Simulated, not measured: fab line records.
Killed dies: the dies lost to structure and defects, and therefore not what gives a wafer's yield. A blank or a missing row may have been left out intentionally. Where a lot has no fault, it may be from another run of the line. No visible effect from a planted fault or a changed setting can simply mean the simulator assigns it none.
fab line records -- flow rit_cmos
record: lots: 6, wafers: 18, last_day: 7
route steps=202 shown NLDD@103 PLDD@114 SPACER@125 NSD@131 M1@202
lots that met no fault: taken from a fault-free run of the same line
start_h: the number of hours between the record's first day and the start of the first shown wafer of the lot -- wait_h: hours since the lot's step before -- " same as the row above -- L1.1+2: several wafers, shown together as one row -- - no value present, or no start provided -- * or withheld: withheld -- < > ~ a bound
route shown NAME@n: NAME is a module with steps in the file, n the number in the route of the first one -- usual: mean/standard deviation taken from wafers without a fault -- same: alike in all rows -- chamber/n: place in a boat -- sites: each site's reading -- _std_site: standard deviation of those values -- _edge_site: mean of outer sites minus mean of inner sites -- radius_mm: how far each site lies from the wafer's centre -- mask NAME#n: copy n -- behind: tool/chamber where the wafer was last shaped -- hold: why the lot went on hold/how many hours it stayed there/how the hold came to an end -- device: the n, p or np transistor that did not switch -- end of line: the same wafers' tests at the end of the route -- step lacking rows: just its recipe -- killed: count of dies lost to structure and defects at first sort (not the wafer's yield) -- map: a wafer's dies, x killed, . not, _ none there
set.NAME: the setting as run; set.NAME@STEP: as run at that earlier step -- model.NAME: the simulator's own value behind a step, which no gauge read
lots at selected steps of the route; one table per step, one row per wafer
services: a tool's chamber out of use, with start hour (start_h, from the record's first day; less than 0 if before it), hours out, and reason
== steps ==
step: RIT_NLDD_HMDS_00
recipe: prime_time_s: 60, prime_temp_c: 140
step: RIT_NLDD_COAT_01
recipe: resist: NOVOLAK, spin_rpm: 3250, resist_thk_nm: 1000
step: RIT_NLDD_SOFTBAKE_02
recipe: resist: NOVOLAK, temp_c: 90, time_s: 62.75
usual: plate_sensor_t_centre_C: 90.969/0.0095, plate_sensor_t_edge_C: 91.020/0.01, softbake_temp_c: 89.98/0.12
lot.wafer,tool,chamber,start_h,wait_h,plate_sensor_t_centre_C,plate_sensor_t_edge_C,softbake_temp_c
L818.1,litho_track-01,0,65.12,0.1,90.968,91.020,89.89
L818.3,litho_track-01,0,65.12,0.1,90.965,91.023,90.00
L818.5,litho_track-01,0,65.12,0.1,90.981,91.042,89.78
L827.1,litho_track-03,0,110.84,0.1,90.983,91.021,89.91
L827.4,litho_track-03,0,110.84,0.1,90.945,91.010,89.95
L827.6,litho_track-03,0,110.84,0.1,90.975,91.011,90.02
L828.4,litho_track-03,0,111.53,0.1,90.982,91.031,90.13
L828.5,litho_track-03,0,111.53,0.1,90.960,91.000,90.22
L828.6,litho_track-03,0,111.53,0.1,90.961,91.018,90.17
L832.2,litho_track-01,0,135.04,0.1,90.982,91.030,89.97
L832.3,litho_track-01,0,135.04,0.1,90.966,91.018,90.00
L832.6,litho_track-01,0,135.04,0.1,90.989,91.037,89.92
L834.1,litho_track-03,0,146.41,0.1,90.950,91.007,90.06
L834.3,litho_track-03,0,146.41,0.1,90.975,91.019,89.90
L834.5,litho_track-03,0,146.41,0.1,90.977,91.033,89.96
L837.1,litho_track-04,0,160.12,0.1,90.967,91.022,90.04
L837.3,litho_track-04,0,160.12,0.1,90.980,91.046,90.08
L837.6,litho_track-04,0,160.12,0.1,90.957,91.023,90.05
step: RIT_NLDD_EXPOSE_03
recipe: mask_id: M7, na: 0.57, target_cd_nm: 40700, dose_mj: 250
step: RIT_NLDD_PEB_04
recipe: resist: NOVOLAK, temp_c: withheld, time_s: withheld
step: RIT_NLDD_DEVELOP_05
recipe: resist: NOVOLAK, develop_time_s: 50, dev_temp_c: 23
step: RIT_NLDD_OVL_MEAS_06
usual: NLDD_OVL: -0.1/1.7
lot.wafer,tool,chamber,start_h,wait_h,NLDD_OVL[nm]
L818.1,overlay-02,-,65.67,-,-1.0
L818.3,overlay-02,-,65.67,-,-0.2
L818.5,overlay-02,-,65.67,-,-0.2
L827.1,overlay-02,-,111.39,-,0.7
L827.4,overlay-02,-,111.39,-,0.1
L827.6,overlay-02,-,111.39,-,0.4
L828.4,overlay-02,-,112.02,-,0.0
L828.5,overlay-02,-,112.02,-,-0.6
L828.6,overlay-02,-,112.02,-,0.3
L832.2,overlay-02,-,135.57,-,-1.6
L832.3,overlay-02,-,135.57,-,0.5
L832.6,overlay-02,-,135.57,-,1.0
L834.1,overlay-02,-,146.96,-,0.2
L834.3,overlay-02,-,146.96,-,0.4
L834.5,overlay-02,-,146.96,-,1.0
L837.1,overlay-01,-,160.79,-,-2.0
L837.3,overlay-01,-,160.79,-,-3.1
L837.6,overlay-01,-,160.79,-,-2.6
step: RIT_NLDD_HARDBAKE_07
recipe: resist: NOVOLAK, temp_c: 140, time_s: 60
step: RIT_NLDD_IMPLANT_08
recipe: species: P, energy_kev: 20, dose_cm2: 5e+14, tilt_deg: 7
step: RIT_NLDD_STRIP_09
recipe: chemistry: O2, time_s: 180, resist: NOVOLAK, platen_temp_c: withheld, power_w: 500, pressure_mtorr: 4000, o2_flow_sccm: 4000
usual: drypump_motor_current_A: 5.8/0.55
lot.wafer,tool,chamber,start_h,wait_h,drypump_motor_current_A,rf_hours_counter_h
L818.1,plasma_asher-03,1,66.01,0.1,4.9,24
L818.3,plasma_asher-03,0,66.01,0.1,6.4,-
L818.5,plasma_asher-03,1,66.01,0.1,4.9,-
L827.1,plasma_asher-01,0,111.73,0.1,5.2,49
L827.4,plasma_asher-01,1,111.73,0.1,6.5,-
L827.6,plasma_asher-01,1,111.73,0.1,6.5,-
L828.4,plasma_asher-04,1,112.39,0.1,5.8,-
L828.5,plasma_asher-04,1,112.39,0.1,5.8,-
L828.6,plasma_asher-04,0,112.39,0.1,6.0,-
L832.2,plasma_asher-04,1,135.90,0.1,5.8,54
L832.3,plasma_asher-04,0,135.90,0.1,6.1,-
L832.6,plasma_asher-04,1,135.90,0.1,5.8,-
L834.1,plasma_asher-03,0,147.45,0.2,6.4,29
L834.3,plasma_asher-03,1,147.45,0.2,4.8,-
L834.5,plasma_asher-03,1,147.45,0.2,4.9,-
L837.1,plasma_asher-04,1,161.13,0.1,5.8,57
L837.3,plasma_asher-04,0,161.13,0.1,6.0,-
L837.6,plasma_asher-04,1,161.13,0.1,5.8,-
step: RIT_NLDD_TW_MEAS_10
usual: NLDD_TW: 2533/15
lot.wafer,tool,chamber,start_h,wait_h,NLDD_TW
L818.1,film_metro-04,-,66.18,0.1,2510
L818.3,film_metro-04,-,66.18,0.1,2516
L818.5,film_metro-04,-,66.18,0.1,2541
L827.1,film_metro-04,-,111.90,0.1,2552
L827.4,film_metro-04,-,111.90,0.1,2531
L827.6,film_metro-04,-,111.90,0.1,2539
L828.4,film_metro-04,-,112.54,0.1,2552
L828.5,film_metro-04,-,112.54,0.1,2541
L828.6,film_metro-04,-,112.54,0.1,2555
L832.2,film_metro-02,-,136.08,0.1,2557
L832.3,film_metro-02,-,136.08,0.1,2545
L832.6,film_metro-02,-,136.08,0.1,2544
L834.1,film_metro-04,-,147.62,0.1,2546
L834.3,film_metro-04,-,147.62,0.1,2524
L834.5,film_metro-04,-,147.62,0.1,2547
L837.1,film_metro-04,-,161.30,0.1,2542
L837.3,film_metro-04,-,161.30,0.1,2557
L837.6,film_metro-04,-,161.30,0.1,2544
step: RIT_PLDD_HMDS_00
recipe: prime_time_s: 60, prime_temp_c: 140
step: RIT_PLDD_COAT_01
recipe: resist: NOVOLAK, spin_rpm: 3250, resist_thk_nm: 1000
usual: chill_plate_temp_C: 22.99/0.12, dispense_pressure_kPa: 49.3/1.2
lot.wafer,tool,chamber,start_h,wait_h,chill_plate_temp_C,dispense_pressure_kPa
L818.1,litho_track-01,0,66.39,0.1,23.11,50.7
L818.3,litho_track-01,0,66.39,0.1,23.12,50.7
L818.5,litho_track-01,0,66.39,0.1,22.96,50.7
L827.1,litho_track-03,-,112.11,0.1,-,-
L827.4,litho_track-03,-,112.11,0.1,-,-
L827.6,litho_track-03,-,112.11,0.1,-,-
L828.4,litho_track-03,-,112.80,0.1,-,-
L828.5,litho_track-03,-,112.80,0.1,-,-
L828.6,litho_track-03,-,112.80,0.1,-,-
L832.2,litho_track-03,0,136.31,0.1,23.11,48.3
L832.3,litho_track-03,0,136.31,0.1,23.10,48.4
L832.6,litho_track-03,0,136.31,0.1,23.09,48.3
L834.1,litho_track-03,0,147.83,0.1,22.81,48.4
L834.3,litho_track-03,0,147.83,0.1,22.76,48.3
L834.5,litho_track-03,0,147.83,0.1,22.79,48.3
L837.1,litho_track-01,0,161.51,0.1,23.04,50.7
L837.3,litho_track-01,0,161.51,0.1,23.26,50.7
L837.6,litho_track-01,0,161.51,0.1,23.03,50.7
step: RIT_PLDD_SOFTBAKE_02
recipe: resist: NOVOLAK, temp_c: 90, time_s: 60
step: RIT_PLDD_EXPOSE_03
recipe: mask_id: M8, na: 0.57, target_cd_nm: 40900, dose_mj: 250
step: RIT_PLDD_PEB_04
recipe: resist: NOVOLAK, temp_c: withheld, time_s: withheld
step: RIT_PLDD_DEVELOP_05
recipe: resist: NOVOLAK, develop_time_s: 50, dev_temp_c: 23
step: RIT_PLDD_OVL_MEAS_06
usual: PLDD_OVL: -0.2/1.2
lot.wafer,tool,chamber,start_h,wait_h,PLDD_OVL[nm]
L818.1,overlay-01,-,67.09,-,-2.1
L818.3,overlay-01,-,67.09,-,0.2
L818.5,overlay-01,-,67.09,-,0.4
L827.1,overlay-01,-,112.81,-,-
L827.4,overlay-01,-,112.81,-,-
L827.6,overlay-01,-,112.81,-,-
L828.4,overlay-01,-,113.44,-,-
L828.5,overlay-01,-,113.44,-,-
L828.6,overlay-01,-,113.44,-,-
L832.2,overlay-01,-,136.99,-,-0.5
L832.3,overlay-01,-,136.99,-,-1.6
L832.6,overlay-01,-,136.99,-,0.5
L834.1,overlay-02,-,148.53,-,-0.6
L834.3,overlay-02,-,148.53,-,-0.1
L834.5,overlay-02,-,148.53,-,-0.5
L837.1,overlay-02,-,162.34,-,-0.3
L837.3,overlay-02,-,162.34,-,-0.1
L837.6,overlay-02,-,162.34,-,0.6
step: RIT_PLDD_HARDBAKE_07
recipe: resist: NOVOLAK, temp_c: 140, time_s: 60
step: RIT_PLDD_IMPLANT_08
recipe: species: BF2, energy_kev: 20, dose_cm2: 9e+14, tilt_deg: 7
step: RIT_PLDD_STRIP_09
recipe: chemistry: O2, time_s: 180, resist: NOVOLAK, platen_temp_c: withheld, power_w: 500, pressure_mtorr: 4000, o2_flow_sccm: 4000
usual: drypump_motor_current_A: 5.8/0.35
lot.wafer,tool,chamber,start_h,wait_h,drypump_motor_current_A,rf_hours_counter_h
L818.1,plasma_asher-02,0,67.45,0.1,5.7,41
L818.3,plasma_asher-02,0,67.45,0.1,5.7,-
L818.5,plasma_asher-02,0,67.45,0.1,5.7,-
L827.1,plasma_asher-01,1,113.15,0.1,6.5,50
L827.4,plasma_asher-01,1,113.15,0.1,6.5,-
L827.6,plasma_asher-01,1,113.15,0.1,6.5,-
L828.4,plasma_asher-01,1,113.82,0.1,6.5,-
L828.5,plasma_asher-01,1,113.82,0.1,6.5,-
L828.6,plasma_asher-01,0,113.82,0.1,5.2,-
L832.2,plasma_asher-04,1,137.32,0.1,5.8,54
L832.3,plasma_asher-04,0,137.32,0.1,6.0,-
L832.6,plasma_asher-04,1,137.32,0.1,5.8,-
L834.1,plasma_asher-04,0,148.87,0.1,6.0,56
L834.3,plasma_asher-04,1,148.87,0.1,5.8,-
L834.5,plasma_asher-04,0,148.87,0.1,6.0,-
L837.1,plasma_asher-01,1,162.67,0.1,6.5,56
L837.3,plasma_asher-01,0,162.67,0.1,5.2,-
L837.6,plasma_asher-01,1,162.67,0.1,6.5,-
step: RIT_PLDD_TW_MEAS_10
usual: PLDD_TW: 2387/13
lot.wafer,tool,chamber,start_h,wait_h,PLDD_TW
L818.1,film_metro-02,-,67.62,0.1,2381
L818.3,film_metro-02,-,67.62,0.1,2373
L818.5,film_metro-02,-,67.62,0.1,2376
L827.1,film_metro-03,-,113.32,0.1,2382
L827.4,film_metro-03,-,113.32,0.1,2383
L827.6,film_metro-03,-,113.32,0.1,2394
L828.4,film_metro-04,-,113.96,0.1,2396
L828.5,film_metro-04,-,113.96,0.1,2414
L828.6,film_metro-04,-,113.96,0.1,2388
L832.2,film_metro-04,-,137.50,0.1,2399
L832.3,film_metro-04,-,137.50,0.1,2416
L832.6,film_metro-04,-,137.50,0.1,2406
L834.1,film_metro-04,-,149.04,0.1,2403
L834.3,film_metro-04,-,149.04,0.1,2396
L834.5,film_metro-04,-,149.04,0.1,2385
L837.1,film_metro-02,-,162.85,0.1,2384
L837.3,film_metro-02,-,162.85,0.1,2388
L837.6,film_metro-02,-,162.85,0.1,2390
step: RIT_SPACER_CLEAN_00
recipe: chemistry: SC1, mix: 3:3:50, time_s: 600, temp_c: 75
step: RIT_SPACER_CLEAN_01
recipe: chemistry: dHF, dilution: 50:1, time_s: 29.24
step: RIT_SPACER_CLEAN_02
recipe: chemistry: SC2, mix: 3:3:50, time_s: 600, temp_c: 75, dry: n2_spin
step: RIT_SPACER_CVD_03
recipe: material: Si3N4, target_thk_nm: 250, temp_c: 810, precursor: SiH2Cl2/NH3, time_s: 3300, pressure_mtorr: 300, sih2cl2_flow_sccm: 60, nh3_flow_sccm: 150
step: RIT_SPACER_THK_MEAS_04
recipe: reads: Si3N4_of_SPACER_CVD_03
usual: SPACER_NITRIDE_THK: 249.8/2.1
lot.wafer,tool,chamber,start_h,wait_h,SPACER_NITRIDE_THK[nm]
L818.1,film_metro-02,-,69.97,0.0,252.7
L818.3,film_metro-02,-,69.97,0.0,252.6
L818.5,film_metro-02,-,69.97,0.0,253.7
L827.1,film_metro-03,-,115.67,0.0,244.5
L827.4,film_metro-03,-,115.67,0.0,248.0
L827.6,film_metro-03,-,115.67,0.0,248.1
L828.4,film_metro-01,-,117.15,0.0,248.7
L828.5,film_metro-01,-,117.15,0.0,247.3
L828.6,film_metro-01,-,117.15,0.0,248.9
L832.2,film_metro-03,-,139.85,0.0,247.8
L832.3,film_metro-03,-,139.85,0.0,248.8
L832.6,film_metro-03,-,139.85,0.0,248.5
L834.1,film_metro-01,-,152.24,0.0,252.0
L834.3,film_metro-01,-,152.24,0.0,250.7
L834.5,film_metro-01,-,152.24,0.0,251.7
L837.1,film_metro-03,-,165.20,0.0,251.4
L837.3,film_metro-03,-,165.20,0.0,252.7
L837.6,film_metro-03,-,165.20,0.0,253.2
step: RIT_SPACER_ETCHBACK_05
recipe: target_depth_a: 2500, SF6_flow_sccm: 30, CHF3_flow_sccm: 30, target: Si3N4, chemistry: SF6/CHF3, pressure_mtorr: 40, rf_w: 250, time_s: 240, stop_on: SiO2
usual: drypump_motor_current_A: 5.8/0.39, oes_product_au: 0.850/0.012, throttle_valve_pct: 10.23/0.092
lot.wafer,tool,chamber,start_h,wait_h,drypump_motor_current_A,oes_product_au,rf_hours_counter_h,throttle_valve_pct
L818.1,rie_diel-01,2,70.03,0.1,5.4,0.849,2,10.24
L818.3,rie_diel-01,0,70.03,0.1,5.1,0.857,21,10.14
L818.5,rie_diel-01,2,70.03,0.1,5.4,0.854,-,10.24
L827.1,rie_diel-01,0,115.73,0.1,5.1,0.841,22,10.14
L827.4,rie_diel-01,1,115.73,0.1,6.2,0.832,98,10.16
L827.6,rie_diel-01,3,115.73,0.1,5.9,0.842,-,10.31
L828.4,rie_diel-02,1,117.18,0.0,5.6,0.866,99,10.15
L828.5,rie_diel-02,2,117.18,0.0,6.0,0.832,-,10.38
L828.6,rie_diel-02,1,117.18,0.0,5.6,0.872,-,10.14
L832.2,rie_diel-01,1,139.90,0.0,6.2,0.832,99,10.16
L832.3,rie_diel-01,3,139.90,0.0,5.9,0.845,145,10.31
L832.6,rie_diel-01,3,139.90,0.0,6.0,0.841,-,10.33
L834.1,rie_diel-02,2,152.30,0.1,6.0,0.844,21,10.37
L834.3,rie_diel-02,3,152.30,0.1,6.3,0.854,39,10.27
L834.5,rie_diel-02,2,152.30,0.1,6.0,0.838,-,10.37
L837.1,rie_diel-02,2,165.26,0.1,5.9,0.837,21,10.38
L837.3,rie_diel-02,0,165.26,0.1,5.4,0.867,93,10.32
L837.6,rie_diel-02,3,165.26,0.1,6.3,0.868,-,10.26
step: RIT_NSD_HMDS_00
recipe: prime_time_s: 60, prime_temp_c: 140
step: RIT_NSD_COAT_01
recipe: resist: NOVOLAK, spin_rpm: 3227, resist_thk_nm: 1000
step: RIT_NSD_SOFTBAKE_02
recipe: resist: NOVOLAK, temp_c: 90, time_s: 60
step: RIT_NSD_EXPOSE_03
recipe: mask_id: M9, na: 0.57, target_cd_nm: 40700, dose_mj: 250
step: RIT_NSD_PEB_04
recipe: resist: NOVOLAK, temp_c: withheld, time_s: withheld
step: RIT_NSD_DEVELOP_05
recipe: resist: NOVOLAK, develop_time_s: 50, dev_temp_c: 23
step: RIT_NSD_OVL_MEAS_06
usual: NSD_OVL: 0.6/1.4
lot.wafer,tool,chamber,start_h,wait_h,NSD_OVL[nm]
L818.1,overlay-01,-,71.15,-,0.5
L818.3,overlay-01,-,71.15,-,2.6
L818.5,overlay-01,-,71.15,-,1.1
L827.1,overlay-02,-,116.73,-,1.5
L827.4,overlay-02,-,116.73,-,1.1
L827.6,overlay-02,-,116.73,-,1.1
L828.4,overlay-01,-,118.45,-,0.1
L828.5,overlay-01,-,118.45,-,0.8
L828.6,overlay-01,-,118.45,-,-1.4
L832.2,overlay-01,-,140.90,-,1.1
L832.3,overlay-01,-,140.90,-,2.4
L832.6,overlay-01,-,140.90,-,1.6
L834.1,overlay-02,-,153.30,-,0.9
L834.3,overlay-02,-,153.30,-,0.1
L834.5,overlay-02,-,153.30,-,1.4
L837.1,overlay-01,-,166.26,-,-0.2
L837.3,overlay-01,-,166.26,-,1.7
L837.6,overlay-01,-,166.26,-,1.2
step: RIT_NSD_HARDBAKE_07
recipe: resist: NOVOLAK, temp_c: 140, time_s: 60
step: RIT_NSD_IMPLANT_08
recipe: species: P, energy_kev: 25, dose_cm2: 1e+15, tilt_deg: 7
step: RIT_NSD_STRIP_09
recipe: chemistry: O2, time_s: 180, resist: NOVOLAK, platen_temp_c: withheld, power_w: 500, pressure_mtorr: 4000, o2_flow_sccm: 4000
usual: drypump_motor_current_A: 5.8/0.34
lot.wafer,tool,chamber,start_h,wait_h,drypump_motor_current_A,rf_hours_counter_h
L818.1,plasma_asher-02,0,71.49,0.1,5.7,42
L818.3,plasma_asher-02,1,71.49,0.1,5.8,-
L818.5,plasma_asher-02,0,71.49,0.1,5.7,-
L827.1,plasma_asher-04,1,117.06,0.1,5.8,52
L827.4,plasma_asher-04,0,117.06,0.1,6.0,-
L827.6,plasma_asher-04,0,117.06,0.1,6.0,-
L828.4,plasma_asher-04,0,118.83,0.1,6.0,-
L828.5,plasma_asher-04,1,118.83,0.1,5.8,-
L828.6,plasma_asher-04,0,118.83,0.1,6.0,-
L832.2,plasma_asher-04,0,141.23,0.1,6.1,55
L832.3,plasma_asher-04,1,141.23,0.1,5.8,-
L832.6,plasma_asher-04,0,141.23,0.1,6.0,-
L834.1,plasma_asher-03,0,153.64,0.1,6.4,30
L834.3,plasma_asher-03,1,153.64,0.1,4.8,-
L834.5,plasma_asher-03,0,153.64,0.1,6.4,-
L837.1,plasma_asher-03,0,166.78,0.1,6.4,31
L837.3,plasma_asher-03,0,166.78,0.1,6.4,-
L837.6,plasma_asher-03,1,166.78,0.1,4.9,-
step: RIT_NSD_TW_MEAS_10
usual: NSD_TW: 3173/18
lot.wafer,tool,chamber,start_h,wait_h,hold,NSD_TW
L818.1,film_metro-03,-,71.66,0.1,-,3145
L818.3,film_metro-03,-,71.66,0.1,-,3155
L818.5,film_metro-03,-,71.66,0.1,-,3160
L827.1,film_metro-03,-,117.24,0.1,await_dispo/0.2h/release,3356
L827.4,film_metro-03,-,117.24,0.1,await_dispo/0.2h/release,3367
L827.6,film_metro-03,-,117.24,0.1,await_dispo/0.2h/release,3339
L827.1,film_metro-03,-,117.47,0.2,-,3338
L827.4,film_metro-03,-,117.47,0.2,-,3336
L827.6,film_metro-03,-,117.47,0.2,-,3348
L828.4,film_metro-04,-,118.97,0.1,await_dispo/0.2h/release,3382
L828.5,film_metro-04,-,118.97,0.1,await_dispo/0.2h/release,3374
L828.6,film_metro-04,-,118.97,0.1,await_dispo/0.2h/release,3350
L828.4,film_metro-04,-,119.20,0.2,-,3371
L828.5,film_metro-04,-,119.20,0.2,-,3383
L828.6,film_metro-04,-,119.20,0.2,-,3372
L832.2,film_metro-04,-,141.42,0.1,-,3201
L832.3,film_metro-04,-,141.42,0.1,-,3190
L832.6,film_metro-04,-,141.42,0.1,-,3219
L834.1,film_metro-02,-,153.81,0.1,-,3184
L834.3,film_metro-02,-,153.81,0.1,-,3178
L834.5,film_metro-02,-,153.81,0.1,-,3157
L837.1,film_metro-03,-,166.96,0.1,-,3148
L837.3,film_metro-03,-,166.96,0.1,-,3151
L837.6,film_metro-03,-,166.96,0.1,-,3137
step: RIT_M1_PROBE_99
usual: killed_at_front_end: 7/3.3, killed_dies: 7/3.3, killed_on_rim: 1.9/1.4, killed_open: 3.3/1.9, killed_short: 3.6/2.1
same: gross_dies: 264, killed_at_M0_to_M3: 0, killed_at_M4_up: 0, killed_at_back_side: 0, killed_at_contacts: 0, killed_at_other: 0
lot.wafer,tool,chamber,start_h,wait_h,hold,killed_at_front_end,killed_dies,killed_on_rim,killed_open,killed_short
L818.1,prober-01,-,81.04,0.1,-,7,7,2,4,3
L818.3,prober-01,-,81.14,0.2,-,3,3,1,1,1
L818.5,prober-01,-,81.24,0.2,-,8,8,2,4,4
L827.1,prober-02,-,129.87,0.1,await_dispo/1.4h/scrap,264,264,70,6,4
L827.4,prober-02,-,130.02,0.2,await_dispo/1.4h/scrap,264,264,70,3,6
L827.6,prober-02,-,130.12,0.2,await_dispo/1.4h/scrap,264,264,70,4,4
L828.4,prober-01,-,132.06,0.2,await_dispo/7.2h/scrap,264,264,70,5,2
L828.5,prober-01,-,132.11,0.2,await_dispo/7.2h/scrap,264,264,70,3,6
L828.6,prober-01,-,132.16,0.2,await_dispo/7.2h/scrap,264,264,70,4,4
L832.2,prober-01,-,150.71,0.1,-,7,7,3,4,3
L832.3,prober-01,-,150.76,0.2,-,1,1,0,0,1
L832.6,prober-01,-,150.91,0.2,-,9,9,5,3,6
L834.1,prober-01,-,163.08,0.1,-,12,12,5,7,5
L834.3,prober-01,-,163.18,0.2,-,5,5,2,2,3
L834.5,prober-01,-,163.28,0.2,-,4,4,2,1,3
L837.1,prober-02,-,176.68,0.1,-,6,6,1,2,4
L837.3,prober-02,-,176.78,0.2,-,4,4,1,1,3
L837.6,prober-02,-,176.93,0.2,-,6,6,2,1,5
killed by level:class
L818.1 GATE:geometric_particle:open=3 FOX2:geometric_particle:short=1 GATE:geometric_particle:short=1 REOX:geometric_particle:short=1 SPACER:geometric_particle:open=1
L818.3 GATE:geometric_particle:open=1 SPACER:geometric_particle:short=1 PRETRO:coat_microbubble_printed=1
L818.5 GATE:geometric_particle:short=2 SPACER:geometric_particle:open=2 ACTIVE:geometric_particle:short=1 FOX2:geometric_particle:open=1 GATE:geometric_particle:open=1 SPACER:geometric_particle:short=1
L827.1 PLDD:area_expose=254 GATE:geometric_particle:open=3 GATE:geometric_particle:short=3 FOX1:geometric_particle:open=2 FOX1:geometric_particle:short=1 SILICIDE:geometric_particle:open=1
L827.4 PLDD:area_expose=255 FOX1:geometric_particle:short=3 FOX1:geometric_particle:open=2 FOX2:geometric_particle:short=1 GATE:geometric_particle:short=1 SPACER:geometric_particle:short=1 SILICIDE:geometric_particle:open=1
L827.6 PLDD:area_expose=256 GATE:geometric_particle:open=3 REOX:geometric_particle:short=3 REOX:geometric_particle:open=1 SILICIDE:geometric_particle:short=1
L828.4 PLDD:area_expose=257 FOX1:geometric_particle:open=3 FOX2:geometric_particle:short=1 GATE:geometric_particle:open=1 REOX:geometric_particle:open=1 SPACER:geometric_particle:short=1
L828.5 PLDD:area_expose=255 FOX1:geometric_particle:short=2 GATE:geometric_particle:short=2 GATE:geometric_particle:open=2 FOX1:geometric_particle:open=1 REOX:geometric_particle:short=1 SPACER:geometric_particle:short=1
L828.6 PLDD:area_expose=256 FOX1:geometric_particle:open=2 FOX1:geometric_particle:short=1 FOX2:geometric_particle:short=1 GATE:geometric_particle:short=1 GATE:geometric_particle:open=1 SPACER:geometric_particle:open=1 SPACER:geometric_particle:short=1
L832.2 GATE:geometric_particle:open=3 GATE:geometric_particle:short=2 REOX:geometric_particle:short=1 SPACER:geometric_particle:open=1
L832.3 SPACER:geometric_particle:short=1
L832.6 REOX:geometric_particle:short=5 GATE:geometric_particle:open=2 FOX2:geometric_particle:short=1 REOX:geometric_particle:open=1
L834.1 GATE:geometric_particle:open=2 GATE:geometric_particle:short=2 REOX:geometric_particle:open=2 SILICIDE:geometric_particle:short=2 FOX2:geometric_particle:open=1 SPACER:geometric_particle:open=1 SPACER:geometric_particle:short=1 SILICIDE:geometric_particle:open=1
L834.3 REOX:geometric_particle:open=2 FOX2:geometric_particle:short=1 GATE:geometric_particle:short=1 REOX:geometric_particle:short=1
L834.5 GATE:geometric_particle:short=2 FOX1:geometric_particle:short=1 REOX:geometric_particle:open=1
L837.1 GATE:geometric_particle:short=2 GATE:geometric_particle:open=1 REOX:geometric_particle:short=1 SPACER:geometric_particle:short=1 SILICIDE:geometric_particle:open=1
L837.3 SPACER:geometric_particle:short=2 FOX2:geometric_particle:short=1 GATE:geometric_particle:open=1
L837.6 FOX1:geometric_particle:short=2 GATE:geometric_particle:short=2 FOX2:geometric_particle:short=1 GATE:geometric_particle:open=1
map L827.1 (x killed, . not)
________xxxxxxx_______
_____xxxxxxxxxxxxx____
____xxxxxxxxxxxxxxx___
___xxxxxxxxxxxxxxxxx__
__xxxxxxxxxxxxxxxxxxx_
__xxxxxxxxxxxxxxxxxxx_
_xxxxxxxxxxxxxxxxxxxxx
_xxxxxxxxxxxxxxxxxxxxx
_xxxxxxxxxxxxxxxxxxxxx
_xxxxxxxxxxxxxxxxxxxxx
__xxxxxxxxxxxxxxxxxxx_
__xxxxxxxxxxxxxxxxxxx_
___xxxxxxxxxxxxxxxxx__
____xxxxxxxxxxxxxxx___
_____xxxxxxxxxxxxx____
________xxxxxxx_______
map L828.4 (x killed, . not)
________xxxxxxx_______
_____xxxxxxxxxxxxx____
____xxxxxxxxxxxxxxx___
___xxxxxxxxxxxxxxxxx__
__xxxxxxxxxxxxxxxxxxx_
__xxxxxxxxxxxxxxxxxxx_
_xxxxxxxxxxxxxxxxxxxxx
_xxxxxxxxxxxxxxxxxxxxx
_xxxxxxxxxxxxxxxxxxxxx
_xxxxxxxxxxxxxxxxxxxxx
__xxxxxxxxxxxxxxxxxxx_
__xxxxxxxxxxxxxxxxxxx_
___xxxxxxxxxxxxxxxxx__
____xxxxxxxxxxxxxxx___
_____xxxxxxxxxxxxx____
________xxxxxxx_______
== services ==
tool,chamber,start_h,hours,kind
plasma_asher-03,-,41.25,0.8,repair
rie_diel-01,0,43.39,5.3,repair
rie_diel-01,1,43.80,5.5,repair
rie_diel-01,3,47.80,8.6,repair
rie_diel-02,3,67.37,15.7,repair
rie_diel-01,1,68.45,7.7,repair
plasma_asher-03,-,99.91,28.1,pm
rie_diel-01,2,102.47,12.0,repair
plasma_asher-02,-,108.75,9.0,pm
plasma_asher-02,0,108.75,9.0,vent_cycle
plasma_asher-02,1,108.75,9.0,vent_cycle
plasma_asher-02,0,117.75,-,clean
plasma_asher-02,1,117.75,-,clean
plasma_asher-01,-,129.07,1.5,repair
plasma_asher-03,-,136.23,5.4,repair
rie_diel-01,3,141.81,3.2,repair
plasma_asher-04,-,166.80,0.8,repair
== key ==
first_sign: step: RIT_PLDD_COAT_01, reading: tool_record, direction: missing
effect: step: RIT_PLDD_OVL_MEAS_06, reading: PLDD_OVL, direction: missing
effect: step: RIT_NSD_TW_MEAS_10, reading: NSD_TW, direction: up, sigmas: 11, usual: 3173, struck: 3361
effect: step: RIT_M1_PROBE_99, reading: killed_at_front_end, direction: up, sigmas: 79, usual: 7, struck: 264
more_kills_born_at: RIT_PLDD_EXPOSE_03@iline_stepper-01: 1533
met_at RIT_PLDD_COAT_01
struck_wafers L827.1,L827.4,L827.6,L828.4,L828.5,L828.6
tester_left_out L827,L828
fault: kind: skipped_step_whole, tool: litho_track-03, chamber: -, onset_h: 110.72, steps: RIT_PLDD_COAT_01, scope: struck_lots_only
tester_left_out: of these lots the tester's yield and bins aren't shown, on N5 and GAA mostly nor the transistor test; their killed dies are dies lost to structure and defects alone, not to doping, threshold or leakage, so they don't give the yield
